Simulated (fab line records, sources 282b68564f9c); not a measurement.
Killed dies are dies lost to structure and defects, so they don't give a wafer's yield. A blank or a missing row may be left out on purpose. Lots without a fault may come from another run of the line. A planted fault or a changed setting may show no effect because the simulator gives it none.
A struck lot beside a sound one | flow rit_cmos | 27 steps out of a route of 202
Sound: wafers L950.1, L950.3, L950.6. Struck: wafers L962.1, L962.3, L962.5. The cause comes at the end.
At each step with rows: each side's tool, then ch and its chambers, then its first start. Under that, the readings that differ: sound wafers | struck wafers | difference of the means | sigmas: that difference in standard deviations of wafers without a fault.
alike: readings whose means differ by less than 2 such deviations, and words and numbers that are the same on both sides. not compared: withheld readings, readings that some wafer has no value for, bounds like >300 that may hide the same value, and numbers for which the record gives no deviation and whose values overlap.
The two part at a step that has a row with sigmas, a row that says differs or no value, or rows on one side only. Numbers that don't overlap but have no deviation are shown without sigmas and don't part them. A reading that every wafer of one side lacks parts them only if that side has two wafers or more.

first, 4 steps without rows for these wafers: RIT_CONTACT_SOFTBAKE_04 (time 60 s); RIT_CONTACT_EXPOSE_05 (exposes mask M11, target cd 1000 nm); RIT_CONTACT_PEB_06; RIT_CONTACT_DEVELOP_07 (develop time 120 s).
RIT_CONTACT_CD_MEAS_08: target cd 1000 nm.
  sound on cd_sem-01, day 3 02:52; struck on cd_sem-01, day 5 18:21
  alike: cd_nm
RIT_CONTACT_OVL_MEAS_09:
  sound on overlay-02, day 3 02:59; struck on overlay-01, day 5 18:28
  alike: CONTACT_OVL
then, 1 step without rows for these wafers: RIT_CONTACT_HARDBAKE_10 (time 60 s).
RIT_CONTACT_ETCH_11: etches SiO2 in CHF3/CF4/Ar, stops on TiSi2, target depth 480 nm, time 320 s.
  sound on rie_diel-03 ch 0,1,2, day 3 03:19; struck on rie_diel-02 ch 0,1,2, day 5 18:39
  reading                     | sound       | struck      | difference | sigmas
  drypump_motor_current_A (A) | 6.6 6.2 5.8 | 5.4 4.9 5.4 | -1.0       | -2
  alike: oes_product_au, throttle_valve_pct
  not compared: rf_hours_counter_h
RIT_CONTACT_STRIP_12: strips in O2, time 180 s.
  sound on plasma_asher-02 ch 1, day 3 03:30; struck on plasma_asher-02 ch 0,1, day 5 18:51
  alike: drypump_motor_current_A
  not compared: rf_hours_counter_h
RIT_CONTACT_CD_MEAS_90: target cd 1000 nm.
  sound on cd_sem-02, day 3 03:40; struck on cd_sem-01, day 5 19:01
  alike: cd_nm
then, 2 steps without rows for these wafers: RIT_CONTACT_CLEAN_13 (cleans in SC1, time 600 s); RIT_CONTACT_CLEAN_14 (cleans in SC2, time 600 s).
RIT_M1_SPUTTER_00: material Al, target thk 400 nm, time 500 s.
  sound on pvd_sputter-04, day 3 04:08; struck on pvd_sputter-03, day 5 19:40
  reading                               | sound                | struck               | difference | sigmas
  cathode_dc_power_W (W)                | 2000.1 2000.0 2000.8 | 1922.4 1922.6 1922.2 | -77.9      | -99 or more
  model.Al_of_M1_SPUTTER_00.thk_nm (nm) | 398.2 402.5 404.1    | 379.5 378 379.4      | -22.6      |
  alike: throttle_valve_pct
RIT_M1_RS_MEAS_01: measures by four-point-probe.
  sound on film_metro-02, day 3 04:26; struck on film_metro-01, day 5 19:58
  reading           | sound                | struck               | difference | sigmas
  M1_AL_RS (ohm/sq) | 0.0738 0.0729 0.0726 | 0.0774 0.0778 0.0773 | +0.0044    | +7
RIT_M1_THK_MEAS_02: measures by xrf.
  sound on film_metro-02, day 3 04:34; struck on film_metro-01, day 5 20:05
  reading        | sound       | struck      | difference | sigmas
  M1_AL_THK (nm) | 400 405 405 | 381 380 380 | -23        | -7
then, 6 steps without rows for these wafers: RIT_M1_HMDS_03 (prime time 60 s); RIT_M1_COAT_04 (resist thk 1300 nm); RIT_M1_SOFTBAKE_05 (time 60 s); RIT_M1_EXPOSE_06 (exposes mask M12, target cd 2600 nm); RIT_M1_PEB_07; RIT_M1_DEVELOP_08 (develop time 68 s).
RIT_M1_CD_MEAS_09: target cd 2600 nm.
  sound on cd_sem-01, day 3 05:37; struck on cd_sem-01, day 5 21:01
  alike: cd_nm
RIT_M1_OVL_MEAS_10:
  sound on overlay-01, day 3 05:44; struck on overlay-01, day 5 21:08
  alike: M1_OVL
then, 1 step without rows for these wafers: RIT_M1_HARDBAKE_11 (time 120 s).
RIT_M1_METAL_ETCH_12: etches Al in Cl2/BCl3, stops on SiO2, time 165 s, target depth 600 nm.
  sound on rie_metal-02 ch 0,1, day 3 06:02; struck on rie_metal-03 ch 0,1, day 5 21:35
  reading                        | sound             | struck            | difference | sigmas
  model.etch.depth_nm (nm)       | 398.2 402.5 404.1 | 379.5 378 379.4   | -22.6      |
  model.M1.feature_depth_nm (nm) | 430.3 435.2 436.6 | 412.3 410.7 412.1 | -22.3      |
  alike: drypump_motor_current_A, oes_product_au, throttle_valve_pct
  not compared: rf_hours_counter_h
then, 1 step without rows for these wafers: RIT_M1_STRIP_13 (strips in nmp, time 600 s).
RIT_M1_PROBE_99:
  sound on prober-01, day 3 08:17; struck on prober-01, day 6 00:28
  reading                  | sound                   | struck                 | difference | sigmas
  model.etest.m1.rs_ohm_sq | 0.07335 0.07219 0.07198 | 0.07623 0.07646 0.0768 | +0.00399   |
  alike: defect_limited_yield, killed_at_contacts, killed_at_front_end, killed_dies, killed_open, killed_short, sort_bin_3_pad_short, sort_bin_5_function, sort_bin_6_memory, sort_n_pass, sort_yield_pct

WHERE THEY PART
First at RIT_CONTACT_ETCH_11; last, within this record, at RIT_M1_THK_MEAS_02. Later steps at which nothing parts them and some readings are alike: RIT_M1_CD_MEAS_09, RIT_M1_OVL_MEAS_10, RIT_M1_METAL_ETCH_12, RIT_M1_PROBE_99.

WHY: what the simulator had put in
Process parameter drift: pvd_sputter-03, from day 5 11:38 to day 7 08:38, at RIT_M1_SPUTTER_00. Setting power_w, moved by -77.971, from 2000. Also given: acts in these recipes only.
